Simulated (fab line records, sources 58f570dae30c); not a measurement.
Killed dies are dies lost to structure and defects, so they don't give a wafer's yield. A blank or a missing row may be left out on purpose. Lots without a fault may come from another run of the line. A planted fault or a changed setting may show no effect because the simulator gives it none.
fab line records | flow berkeley_cmos170 | part 1 of 2: steps 1 to 30 of 40
record lots=5 wafers=15 last_day=10
route steps=331 shown NSD@197 BACKSIDE@199 SDANNEAL@204 PSD@206 PLDD@208 NLDD@209 SILICIDE@210 CONTACT@216
lots that met no fault: from a run of the same line without faults
start_h: hours from the record's first day to the start of the lot's first wafer shown | wait_h: hours since the lot's step before | " the same as in the row above | L1.1+2: a row that stands for several wafers | - no value, or no start given | * or withheld: withheld | < > ~ a bound
route shown NAME@n: a module of which the file shows steps, and the number in the route of the first | usual: mean/standard deviation of fault-free wafers | same: alike in all rows | chamber/n: place in a boat | sites: the reading at each site | _std_site: their standard deviation | _edge_site: outer sites' mean less inner sites' | radius_mm: how far each site lies from the wafer's centre | mask NAME#n: copy n | behind: the tool/chamber that last shaped the wafer | hold: why the lot was held/for how many hours/how that ended | device: the transistor (n, p or np) that didn't switch | end of line: the same wafers' tests at the end of the route | a step without rows: its recipe alone | killed: dies lost to structure and defects at the first sort, not the wafer's yield | map: a wafer's dies, x killed, . not, _ none there
set.NAME: the setting as run; set.NAME@STEP: as run at that earlier step | model.NAME: the simulator's own value behind a step, which no gauge read
lots at some steps of the route; a table a step, a row a wafer
services: from which hour (start_h, from the record's first day; less than 0 if before it) a tool's chamber was out of use, for how many hours, and why
## steps
# step UCB170_NSD_TW_MEAS_10
# usual NSD_TW=4200/59
# columns lot.wafer tool chamber start_h wait_h NSD_TW
L074.1 film_metro-02 - 166.50 0.1 4140
L074.2 " - " " 4147
L074.6 " - " " 4118
L079.1 film_metro-03 - 200.45 0.1 4182
L079.2 " - " " 4177
L079.4 " - " " 4188
L081.1 film_metro-02 - 200.69 0.1 4123
L081.2 " - " " 4158
L081.5 " - " " 4144
L085.1 film_metro-04 - 221.71 0.1 4238
L085.2 " - " " 4254
L085.3 " - " " 4272
L084.2 film_metro-04 - 222.44 0.1 4281
L084.3 " - " " 4265
L084.4 " - " " 4262
# step UCB170_NSD_CLEAN_11
# recipe chemistry=SPM temp_c=120 time_s=600
# columns lot.wafer tool chamber start_h wait_h
L074.1+2+6 wet_bench-01 2 166.56 0.1
L079.1+2+4 wet_bench-02 0 200.51 0.1
L081.1+2+5 wet_bench-03 3 200.75 0.1
L085.1+2+3 wet_bench-01 0 221.77 0.1
L084.2+3+4 wet_bench-01 0 222.63 0.2
# step UCB170_BACKSIDE_HMDS_00
# recipe prime_time_s=60 prime_temp_c=100
# columns lot.wafer tool chamber start_h wait_h
L074.1+2+6 litho_track-01 0 166.90 0.2
L079.1+2+4 litho_track-01 0 200.70 0.0
L081.1+2+5 litho_track-02 0 200.94 0.0
L085.1+2+3 litho_track-04 0 221.98 0.0
L084.2+3+4 litho_track-04 0 222.86 0.0
# step UCB170_BACKSIDE_COAT_01
# recipe resist=KrF spin_rpm=1500 resist_thk_nm=900
# columns lot.wafer tool chamber start_h wait_h
L074.1+2+6 litho_track-01 0 167.05 0.1
L079.1+2+4 litho_track-01 0 200.85 0.1
L081.1+2+5 litho_track-02 0 201.09 0.1
L085.1+2+3 litho_track-04 0 222.13 0.1
L084.2+3+4 litho_track-04 0 223.01 0.1
# step UCB170_BACKSIDE_SOFTBAKE_02
# recipe resist=KrF temp_c=130 time_s=60
# usual plate_temp_C=130.01/0.12
# columns lot.wafer tool chamber start_h wait_h plate_temp_C
L074.1 litho_track-01 0 167.20 0.1 130.03
L074.2 " 0 " " 129.81
L074.6 " 0 " " 130.05
L079.1 litho_track-01 0 201.00 0.1 129.96
L079.2 " 0 " " 130.00
L079.4 " 0 " " 129.88
L081.1 litho_track-02 0 201.24 0.1 129.88
L081.2 " 0 " " 129.75
L081.5 " 0 " " 129.98
L085.1 litho_track-04 0 222.28 0.1 130.17
L085.2 " 0 " " 130.07
L085.3 " 0 " " 129.91
L084.2 litho_track-04 0 223.16 0.1 130.17
L084.3 " 0 " " 130.04
L084.4 " 0 " " 130.11
# step UCB170_BACKSIDE_STRIP_03
# recipe chemistry=O2 power_w=400 pressure_mtorr=3500 platen_temp_c=withheld o2_flow_sccm=400 overash_fraction=0.5
# usual drypump_motor_current_A=5.8/0.63 oes_product_au=0.734/0.0044 strip_time_to_endpoint_s=22.01/0.05
# columns lot.wafer tool chamber start_h wait_h drypump_motor_current_A oes_product_au rf_hours_counter_h strip_time_to_endpoint_s
L074.1 plasma_asher-02 1 167.35 0.1 6.6 0.737 35 22.01
L074.2 " 0 " " 6.2 0.742 35 22.00
L074.6 " 1 " " 6.6 0.734 - 21.99
L079.1 plasma_asher-02 1 201.15 0.1 6.6 0.742 39 22.11
L079.2 " 0 " " 6.1 0.730 39 22.14
L079.4 " 1 " " 6.6 0.727 - 22.10
L081.1 plasma_asher-03 1 201.39 0.1 4.7 0.726 48 22.03
L081.2 " 0 " " 6.0 0.733 48 22.01
L081.5 " 1 " " 4.7 0.733 - 21.95
L085.1 plasma_asher-03 0 222.43 0.1 6.0 0.741 50 21.95
L085.2 " 1 " " 4.7 0.729 50 22.03
L085.3 " 1 " " 4.7 0.730 - 21.99
L084.2 plasma_asher-01 1 223.28 0.1 5.2 0.737 12 22.07
L084.3 " 1 " " 5.3 0.734 - 22.07
L084.4 " 0 " " 5.7 0.746 - 22.02
# step UCB170_BACKSIDE_CLEAN_04
# recipe chemistry=SPM temp_c=120 time_s=600
# columns lot.wafer tool chamber start_h wait_h
L074.1+2+6 wet_bench-04 2 167.45 0.1
L079.1+2+4 wet_bench-04 3 201.25 0.1
L081.1+2+5 wet_bench-02 0 201.49 0.1
L085.1+2+3 wet_bench-01 1 222.83 0.4
L084.2+3+4 wet_bench-01 3 223.46 0.1
# step UCB170_SDANNEAL_RTA_00
# recipe temp_c=900 time_s=10 ambient=N2
# usual lamp_power_pct=26.7/1.6 wafer_temp_C_max=904.1/0.85
# columns lot.wafer tool chamber start_h wait_h lamp_power_pct wafer_temp_C_max
L074.1 rtp_anneal-01 0 167.64 0.0 25.3 905.9
L074.2 " 0 " " 25.4 904.4
L074.6 " 0 " " 25.4 904.2
L079.1 rtp_anneal-01 0 201.42 0.0 25.3 904.2
L079.2 " 0 " " 25.4 904.7
L079.4 " 0 " " 25.3 903.6
L081.1 rtp_anneal-02 0 201.68 0.0 28.6 904.8
L081.2 " 0 " " 28.6 903.2
L081.5 " 0 " " 28.6 905.9
L085.1 rtp_anneal-02 0 223.04 0.0 28.6 904.3
L085.2 " 0 " " 28.7 903.4
L085.3 " 0 " " 28.6 904.9
L084.2 rtp_anneal-01 0 223.68 0.0 25.3 903.1
L084.3 " 0 " " 25.3 905.2
L084.4 " 0 " " 25.3 904.1
# step UCB170_SDANNEAL_RTA_01
# recipe temp_c=1050 time_s=5 ambient=N2
# usual lamp_power_pct=41.2/2.5 wafer_temp_C_max=1054.7/0.91
# columns lot.wafer tool chamber start_h wait_h lamp_power_pct wafer_temp_C_max
L074.1 rtp_anneal-01 0 167.71 0.1 39.1 1054.7
L074.2 " 0 " " 39.1 1056.2
L074.6 " 0 " " 39.2 1053.2
L079.1 rtp_anneal-01 0 201.49 0.1 39.1 1055.3
L079.2 " 0 " " 39.1 1054.3
L079.4 " 0 " " 39.1 1054.0
L081.1 rtp_anneal-02 0 201.75 0.1 44.2 1053.5
L081.2 " 0 " " 44.2 1054.2
L081.5 " 0 " " 44.2 1053.8
L085.1 rtp_anneal-02 0 223.11 0.1 44.2 1054.1
L085.2 " 0 " " 44.2 1054.7
L085.3 " 0 " " 44.2 1055.1
L084.2 rtp_anneal-01 0 223.74 0.1 39.1 1055.3
L084.3 " 0 " " 39.1 1055.6
L084.4 " 0 " " 39.1 1054.5
# step UCB170_SDANNEAL_RS_MEAS_02
# recipe thk_meas_gauge=four-point-probe
# usual PSD_RS=75.8/0.34
# columns lot.wafer tool chamber start_h wait_h PSD_RS[ohm/sq]
L074.1 film_metro-04 - 167.76 0.0 75.9
L074.2 " - " " 76.1
L074.6 " - " " 76.2
L079.1 film_metro-03 - 201.55 0.0 76.0
L079.2 " - " " 76.0
L079.4 " - " " 76.0
L081.1 film_metro-04 - 201.82 0.1 75.2
L081.2 " - " " 75.1
L081.5 " - " " 75.1
L085.1 film_metro-03 - 223.17 0.0 76.6
L085.2 " - " " 76.3
L085.3 " - " " 76.4
L084.2 film_metro-02 - 223.81 0.1 76.2
L084.3 " - " " 75.7
L084.4 " - " " 75.8
# step UCB170_SDANNEAL_RS_MEAS_03
# recipe thk_meas_gauge=four-point-probe
# usual NSD_RS=36.96/0.069
# columns lot.wafer tool chamber start_h wait_h NSD_RS[ohm/sq]
L074.1 film_metro-04 - 167.88 0.1 36.97
L074.2 " - " " 36.89
L074.6 " - " " 37.00
L079.1 film_metro-03 - 201.67 0.1 36.97
L079.2 " - " " 37.02
L079.4 " - " " 37.02
L081.1 film_metro-04 - 201.94 0.1 36.97
L081.2 " - " " 36.96
L081.5 " - " " 36.96
L085.1 film_metro-03 - 223.29 0.1 36.98
L085.2 " - " " 36.93
L085.3 " - " " 37.00
L084.2 film_metro-02 - 223.93 0.1 36.87
L084.3 " - " " 36.91
L084.4 " - " " 36.88
# step UCB170_SDANNEAL_RS_MEAS_04
# recipe thk_meas_gauge=four-point-probe
# usual PLDD_RS=1032.1/2.4
# columns lot.wafer tool chamber start_h wait_h PLDD_RS[ohm/sq]
L074.1 film_metro-04 - 168.00 0.1 1032.9
L074.2 " - " " 1035.0
L074.6 " - " " 1037.0
L079.1 film_metro-03 - 201.79 0.1 1034.5
L079.2 " - " " 1032.6
L079.4 " - " " 1034.1
L081.1 film_metro-04 - 202.06 0.1 1031.5
L081.2 " - " " 1035.1
L081.5 " - " " 1032.8
L085.1 film_metro-03 - 223.41 0.1 1032.3
L085.2 " - " " 1036.6
L085.3 " - " " 1036.4
L084.2 film_metro-02 - 224.05 0.1 1031.2
L084.3 " - " " 1029.5
L084.4 " - " " 1031.3
# step UCB170_SDANNEAL_RS_MEAS_05
# recipe thk_meas_gauge=four-point-probe
# usual NLDD_RS=616.9/1.3
# columns lot.wafer tool chamber start_h wait_h NLDD_RS[ohm/sq]
L074.1 film_metro-04 - 168.12 0.1 617.9
L074.2 " - " " 617.9
L074.6 " - " " 616.1
L079.1 film_metro-03 - 201.91 0.1 616.0
L079.2 " - " " 615.2
L079.4 " - " " 616.5
L081.1 film_metro-04 - 202.18 0.1 617.7
L081.2 " - " " 619.0
L081.5 " - " " 617.4
L085.1 film_metro-03 - 223.53 0.1 618.5
L085.2 " - " " 617.8
L085.3 " - " " 619.1
L084.2 film_metro-02 - 224.17 0.1 617.4
L084.3 " - " " 618.1
L084.4 " - " " 617.0
# step UCB170_SILICIDE_PRE_CLEAN_00
# recipe gas=Ar preclean_etch_time_s=60
# columns lot.wafer tool chamber start_h wait_h
L074.1+2+6 pvd_sputter-04 - 168.24 0.1
L079.1+2+4 pvd_sputter-04 - 202.03 0.1
L081.1+2+5 pvd_sputter-01 - 202.30 0.1
L085.1+2+3 pvd_sputter-02 - 223.65 0.1
L084.2+3+4 pvd_sputter-02 - 224.27 0.1
# step UCB170_SILICIDE_SPUTTER_01
# recipe material=Ti target_thk_nm=30 time_s=25 power_w=1524 chamber_pressure_pa=0.5
# usual throttle_valve_pct=29.4/0.97
# columns lot.wafer tool chamber start_h wait_h throttle_valve_pct
L074.1 pvd_sputter-04 - 168.31 0.0 29.2
L074.2 " - " " 30.8
L074.6 " - " " 30.4
L079.1 pvd_sputter-04 - 202.10 0.0 29.0
L079.2 " - " " 29.6
L079.4 " - " " 30.9
L081.1 pvd_sputter-01 - 202.36 0.0 28.3
L081.2 " - " " 29.3
L081.5 " - " " 28.3
L085.1 pvd_sputter-02 - 223.71 0.0 30.7
L085.2 " - " " 29.7
L085.3 " - " " 29.8
L084.2 pvd_sputter-02 - 224.34 0.0 30.0
L084.3 " - " " 30.2
L084.4 " - " " 30.6
# step UCB170_SILICIDE_RS_MEAS_02
# recipe thk_meas_gauge=four-point-probe reads=Ti_of_SILICIDE_SPUTTER_01
# usual SILICIDE_TI_RS=25.72/0.29
# columns lot.wafer tool chamber start_h wait_h SILICIDE_TI_RS[ohm/sq]
L074.1 film_metro-02 - 168.46 0.1 26.34
L074.2 " - " " 26.09
L074.6 " - " " 26.22
L079.1 film_metro-02 - 202.13 0.0 25.71
L079.2 " - " " 25.64
L079.4 " - " " 25.52
L081.1 film_metro-01 - 202.39 0.0 25.32
L081.2 " - " " 25.22
L081.5 " - " " 25.19
L085.1 film_metro-01 - 223.74 0.0 25.88
L085.2 " - " " 25.94
L085.3 " - " " 25.96
L084.2 film_metro-02 - 224.39 0.0 25.56
L084.3 " - " " 25.72
L084.4 " - " " 25.58
# step UCB170_SILICIDE_THK_MEAS_03
# recipe thk_meas_gauge=xrf reads=Ti_of_SILICIDE_SPUTTER_01
# usual SILICIDE_TI_THK=29.92/0.29
# columns lot.wafer tool chamber start_h wait_h SILICIDE_TI_THK[nm]
L074.1 film_metro-02 - 168.58 0.1 29.46
L074.2 " - " " 29.69
L074.6 " - " " 29.59
L079.1 film_metro-02 - 202.25 0.1 29.67
L079.2 " - " " 29.91
L079.4 " - " " 30.05
L081.1 film_metro-01 - 202.51 0.1 30.30
L081.2 " - " " 30.31
L081.5 " - " " 30.41
L085.1 film_metro-01 - 223.86 0.1 29.78
L085.2 " - " " 29.64
L085.3 " - " " 29.59
L084.2 film_metro-02 - 224.50 0.1 29.87
L084.3 " - " " 29.80
L084.4 " - " " 29.89
# step UCB170_SILICIDE_RTA_04
# recipe temp_c=650 time_s=15 ambient=N2
# usual lamp_power_pct=11.6/0.7 wafer_temp_C_max=652.9/0.54
# columns lot.wafer tool chamber start_h wait_h lamp_power_pct wafer_temp_C_max
L074.1 rtp_anneal-02 0 168.64 0.1 12.3 653.7
L074.2 " 0 " " 12.3 653.1
L074.6 " 0 " " 12.3 652.4
L079.1 rtp_anneal-01 0 202.31 0.1 10.9 652.9
L079.2 " 0 " " 10.9 653.3
L079.4 " 0 " " 10.9 652.9
L081.1 rtp_anneal-02 0 202.57 0.1 12.3 653.4
L081.2 " 0 " " 12.3 652.9
L081.5 " 0 " " 12.3 653.3
L085.1 rtp_anneal-01 0 223.92 0.1 10.8 653.2
L085.2 " 0 " " 10.9 652.5
L085.3 " 0 " " 10.9 652.7
L084.2 rtp_anneal-01 0 224.56 0.1 10.8 652.8
L084.3 " 0 " " 10.9 654.1
L084.4 " 0 " " 10.9 653.1
# step UCB170_SILICIDE_WET_ETCH_05
# recipe chemistry=SPM time_s=45 temp_c=120 target=Ti
# columns lot.wafer tool chamber start_h wait_h
L074.1+2+6 wet_bench-01 2 168.72 0.1
L079.1+2+4 wet_bench-04 0 202.38 0.1
L081.1+2+5 wet_bench-03 1 202.65 0.1
L085.1+2+3 wet_bench-03 2 224.00 0.1
L084.2+3+4 wet_bench-01 0 224.62 0.1
# step UCB170_CONTACT_CLEAN_00
# recipe chemistry=SPM temp_c=120 time_s=600
# columns lot.wafer tool chamber start_h wait_h
L074.1+2+6 wet_bench-03 0 168.74 0.0
L079.1+2+4 wet_bench-04 1 202.40 0.0
L081.1+2+5 wet_bench-04 1 202.67 0.0
L085.1+2+3 wet_bench-03 3 224.05 0.0
L084.2+3+4 wet_bench-03 3 224.65 0.0
# step UCB170_CONTACT_CVD_01
# recipe material=PSG target_thk_nm=700 temp_c=450 precursor=SiH4/O2/PH3 time_s=2820 pressure_mtorr=300 sih4_flow_sccm=60 o2_flow_sccm=90 ph3_flow_sccm=25
# columns lot.wafer tool chamber start_h wait_h
L074.1+2+6 lpcvd-02 0 168.91 0.0
L079.1+2+4 lpcvd-01 1 203.79 1.2
L081.1+2+5 lpcvd-01 1 203.79 0.9
L084.2+3+4 lpcvd-01 0 225.87 1.0
L085.1+2+3 lpcvd-01 1 225.87 1.6
# step UCB170_CONTACT_THK_MEAS_02
# recipe reads=PSG_of_CONTACT_CVD_01
# usual CONTACT_PSG_THK=703/6.9
# columns lot.wafer tool chamber start_h wait_h CONTACT_PSG_THK[nm]
L074.1 film_metro-03 - 170.69 0.0 717
L074.2 " - " " 712
L074.6 " - " " 717
L079.1 film_metro-02 - 205.57 0.0 694
L079.2 " - " " 691
L079.4 " - " " 685
L081.1 film_metro-01 - 205.57 0.0 704
L081.2 " - " " 705
L081.5 " - " " 705
L085.1 film_metro-02 - 227.65 0.0 696
L085.2 " - " " 696
L085.3 " - " " 700
L084.2 film_metro-01 - 227.66 0.0 695
L084.3 " - " " 695
L084.4 " - " " 692
# step UCB170_CONTACT_HMDS_03
# recipe prime_time_s=60 prime_temp_c=100
# columns lot.wafer tool chamber start_h wait_h
L074.1+2+6 litho_track-04 0 170.75 0.1
L079.1+2+4 litho_track-02 0 205.63 0.1
L081.1+2+5 litho_track-03 0 205.79 0.2
L085.1+2+3 litho_track-03 0 227.71 0.1
L084.2+3+4 litho_track-04 0 227.79 0.1
# step UCB170_CONTACT_COAT_04
# recipe resist=KrF spin_rpm=1500 resist_thk_nm=900
# columns lot.wafer tool chamber start_h wait_h
L074.1+2+6 litho_track-04 0 170.90 0.1
L079.1+2+4 litho_track-02 0 205.78 0.1
L081.1+2+5 litho_track-03 0 205.94 0.1
L085.1+2+3 litho_track-03 0 227.86 0.1
L084.2+3+4 litho_track-04 0 227.94 0.1
# step UCB170_CONTACT_SOFTBAKE_05
# recipe resist=KrF temp_c=130 time_s=60
# usual plate_temp_C=130.00/0.15
# columns lot.wafer tool chamber start_h wait_h plate_temp_C
L074.1 litho_track-04 0 171.05 0.1 130.22
L074.2 " 0 " " 129.88
L074.6 " 0 " " 130.21
L079.1 litho_track-02 0 205.93 0.1 129.84
L079.2 " 0 " " 129.89
L079.4 " 0 " " 130.04
L081.1 litho_track-03 0 206.09 0.1 129.91
L081.2 " 0 " " 129.88
L081.5 " 0 " " 130.05
L085.1 litho_track-03 0 228.01 0.1 130.09
L085.2 " 0 " " 129.95
L085.3 " 0 " " 129.83
L084.2 litho_track-04 0 228.09 0.1 129.97
L084.3 " 0 " " 129.77
L084.4 " 0 " " 129.81
# step UCB170_CONTACT_STRIP_06
# recipe chemistry=O2 power_w=400 pressure_mtorr=3500 platen_temp_c=withheld o2_flow_sccm=400 overash_fraction=0.5
# usual drypump_motor_current_A=5.6/0.67 oes_product_au=0.735/0.0045 strip_time_to_endpoint_s=22.01/0.07
# columns lot.wafer tool chamber start_h wait_h drypump_motor_current_A oes_product_au rf_hours_counter_h strip_time_to_endpoint_s
L074.1 plasma_asher-03 1 171.20 0.1 4.7 0.740 44 21.93
L074.2 " 0 " " 6.0 0.738 44 21.92
L074.6 " 1 " " 4.7 0.731 - 21.96
L079.1 plasma_asher-02 1 206.08 0.1 6.6 0.736 40 22.12
L079.2 " 0 " " 6.2 0.728 40 22.06
L079.4 " 1 " " 6.6 0.737 - 22.15
L081.1 plasma_asher-04 0 206.24 0.1 4.9 0.743 45 22.03
L081.2 " 1 " " 5.4 0.733 45 22.00
L081.5 " 0 " " 4.9 0.730 - 21.91
L085.1 plasma_asher-04 1 228.16 0.1 5.4 0.740 48 21.96
L085.2 " 0 " " 4.9 0.734 48 21.94
L085.3 " 1 " " 5.3 0.734 - 21.98
L084.2 plasma_asher-03 0 228.22 0.1 6.0 0.729 51 21.88
L084.3 " 1 " " 4.7 0.739 - 21.95
L084.4 " 0 " " 6.0 0.736 - 21.98
# step UCB170_CONTACT_CLEAN_07
# recipe chemistry=SPM temp_c=120 time_s=600
# columns lot.wafer tool chamber start_h wait_h
L074.1+2+6 wet_bench-01 1 171.30 0.1
L079.1+2+4 wet_bench-03 3 206.18 0.1
L081.1+2+5 wet_bench-03 2 206.36 0.1
L085.1+2+3 wet_bench-01 3 228.26 0.1
L084.2+3+4 wet_bench-03 2 228.32 0.1
# step UCB170_CONTACT_RTA_08
# recipe temp_c=900 time_s=10 ambient=N2
# usual lamp_power_pct=27.0/1.6 wafer_temp_C_max=903.9/0.69
# columns lot.wafer tool chamber start_h wait_h lamp_power_pct wafer_temp_C_max
L074.1 rtp_anneal-01 0 171.48 0.0 25.4 904.1
L074.2 " 0 " " 25.3 904.3
L074.6 " 0 " " 25.3 904.4
L079.1 rtp_anneal-01 0 206.36 0.0 25.3 905.4
L079.2 " 0 " " 25.4 904.2
L079.4 " 0 " " 25.3 903.3
L081.1 rtp_anneal-02 0 206.53 0.0 28.6 904.7
L081.2 " 0 " " 28.6 904.0
L081.5 " 0 " " 28.6 905.5
L085.1 rtp_anneal-02 0 228.47 0.0 28.6 902.7
L085.2 " 0 " " 28.7 903.9
L085.3 " 0 " " 28.6 903.0
L084.2 rtp_anneal-02 0 228.55 0.0 28.6 904.6
L084.3 " 0 " " 28.6 905.4
L084.4 " 0 " " 28.6 903.8
# step UCB170_CONTACT_COAT_09
# recipe resist=BARC temp_c=withheld time_s=withheld spin_rpm=3000 resist_thk_nm=withheld
# columns lot.wafer tool chamber start_h wait_h
L074.1+2+6 litho_track-03 0 171.55 0.1
L079.1+2+4 litho_track-02 0 206.63 0.3
L081.1+2+5 litho_track-03 0 206.97 0.4
L085.1+2+3 litho_track-02 0 228.54 0.1
L084.2+3+4 litho_track-02 0 229.01 0.5
# step UCB170_CONTACT_COAT_10
# recipe resist=KrF spin_rpm=1500 resist_thk_nm=900
# columns lot.wafer tool chamber start_h wait_h
L074.1+2+6 litho_track-03 0 - -
L079.1+2+4 litho_track-02 0 - -
L081.1+2+5 litho_track-03 0 - -
L085.1+2+3 litho_track-02 0 - -
L084.2+3+4 litho_track-02 0 - -
